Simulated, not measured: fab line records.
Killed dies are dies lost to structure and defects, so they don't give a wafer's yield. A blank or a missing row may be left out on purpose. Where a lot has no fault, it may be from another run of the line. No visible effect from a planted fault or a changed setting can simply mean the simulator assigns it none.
A struck lot beside a sound one ; flow rit_cmos ; 21 out of 202 route steps
Sound: these wafers, L570.2, L570.3, L570.4. The struck wafers were L584.1, L584.5, L584.6. The cause is given at the end.
Each step with rows lists, per side, the tool, then ch with its chambers, then its first start. Under that, the readings that differ: sound wafers ; struck wafers ; difference of the means ; sigmas: that difference in standard deviations of wafers without a fault.
alike: readings whose means differ by less than 2 such deviations, and words and numbers that are the same on both sides. not compared: withheld readings, readings that some wafer has no value for, bounds like >300 that may hide the same value, and numbers for which the record gives no deviation and whose values overlap.
Wherever a step has rows on one side only, a row that says differs or no value, or a row with sigmas, the two part there. When numbers do not overlap yet have no deviation, they are printed without sigmas and do not part them. A reading that every wafer of one side lacks parts them only if that side has two wafers or more.

first, 3 steps without rows for these wafers: RIT_GATE_CLEAN_02 (cleans in dHF, time 30 s); RIT_GATE_CLEAN_03 (cleans in SC2, time 600 s); RIT_GATE_CLEAN_04 (cleans in dHF, time 60 s).
RIT_FOX2_THK_MEAS_91:
  struck on film_metro-04, day 5 06:31; sound on film_metro-04, day 2 08:48
  alike: FIELD_OXIDE_LEFT_2_THK
then, 2 steps without rows for these wafers: RIT_GATE_OXIDATION_05 (target thk 3 nm, ox time 270 s); RIT_GATE_ANNEAL_06 (time 600 s).
RIT_GATE_THK_MEAS_07:
  struck on film_metro-03, day 5 07:55; sound on film_metro-03, day 2 11:00
  alike: GATE_OXIDE_THK
then, 1 step without rows for these wafers: RIT_GATE_CVD_08 (deposits poly-Si from SiH4, target thk 250 nm, time 2220 s).
RIT_GATE_THK_MEAS_09:
  struck on film_metro-04, day 5 09:35; sound on film_metro-02, day 2 12:46
  alike: GATE_POLY_THK
then, 3 steps without rows for these wafers: RIT_GATE_HMDS_10 (prime time 60 s); RIT_GATE_COAT_11 (resist thk 850 nm); RIT_GATE_SOFTBAKE_12 (time 60 s).
RIT_GATE_EXPOSE_13: exposes mask M6, target cd 150 nm.
  sound on iline_stepper-02 ch 0, day 2 13:17; struck on iline_stepper-02 ch 0, day 5 10:13
reading;sound;struck;difference;sigmas
mask;M6#0 M6#0 M6#0;M6_R1#0 M6_R1#0 M6_R1#0;differs;
then, 2 steps without rows for these wafers: RIT_GATE_PEB_14; RIT_GATE_DEVELOP_15 (develop time 50 s).
RIT_GATE_CD_MEAS_16 targets a cd of 150 nm.
  struck on cd_sem-01, day 5 10:37; sound on cd_sem-02, day 2 13:41
reading;sound;struck;difference;sigmas
cd_nm (nm);147.9 148.4 148.4;165.5 167.1 169.2;+19.0;+8
RIT_GATE_OVL_MEAS_17:
  struck on overlay-02, day 5 10:44; sound on overlay-02, day 2 13:47
  alike: GATE_OVL
then, 1 step without rows for these wafers: RIT_GATE_HARDBAKE_18 (time 60 s).
RIT_GATE_ETCH_19: etches poly-Si in SF6/CHF3/O2, stops on SiO2, time 165 s, target depth 312.5 nm.
  sound on rie_si-02 ch 0,1,2, day 2 13:58; struck on rie_si-02 ch 0,2,3, day 5 10:55
reading;sound;struck;difference;sigmas
model.GATE.cd_nm (nm);148 148.3 148.5;165.4 167.1 169.4;+19.0;
  alike: drypump_motor_current_A, oes_product_au, throttle_valve_pct
  not compared: rf_hours_counter_h
RIT_GATE_STRIP_20: strips in O2, time 180 s.
  sound on plasma_asher-04 ch 0,1, day 2 14:05; struck on plasma_asher-04 ch 0,1, day 5 11:02
  alike: drypump_motor_current_A
  not compared: rf_hours_counter_h
RIT_M1_PROBE_99:
  struck on prober-02, day 6 08:07; sound on prober-01, day 3 10:05
reading;sound;struck;difference;sigmas
model.etest.pmos_0p3.r_on_ohm_um;6545 6416 6483;6761 6742 6709;+256;
model.etest.pmos_0p15.r_on_ohm_um;2819 2751 2761;3161 3247 3288;+455;
model.etest.pmos_turned.r_on_ohm_um;3539 3436 3456;3888 3959 4014;+477;
model.etest.nmos_0p15.r_on_ohm_um;1195 1154 1157;1240 1258 1269;+87;
model.etest.nmos_0p15.drive_ua_um;447.4 451.6 447.8;409.9 401.8 405.9;-43.1;
model.etest.pmos_0p15.drive_ua_um;247 256.3 252.7;216.9 212 212.3;-38.3;
model.etest.npoly_line.line_ohm_um;174.5 173.7 176;145.9 143.6 137.6;-32.4;
  not compared: model.etest.nmos_0p3.r_on_ohm_um

WHERE THEY PART
At RIT_GATE_EXPOSE_13 first; at RIT_GATE_CD_MEAS_16 last (within this record only). Later steps at which nothing parts them and some readings are alike: RIT_GATE_OVL_MEAS_17, RIT_GATE_ETCH_19, RIT_GATE_STRIP_20.

WHY: the cause the simulator had injected
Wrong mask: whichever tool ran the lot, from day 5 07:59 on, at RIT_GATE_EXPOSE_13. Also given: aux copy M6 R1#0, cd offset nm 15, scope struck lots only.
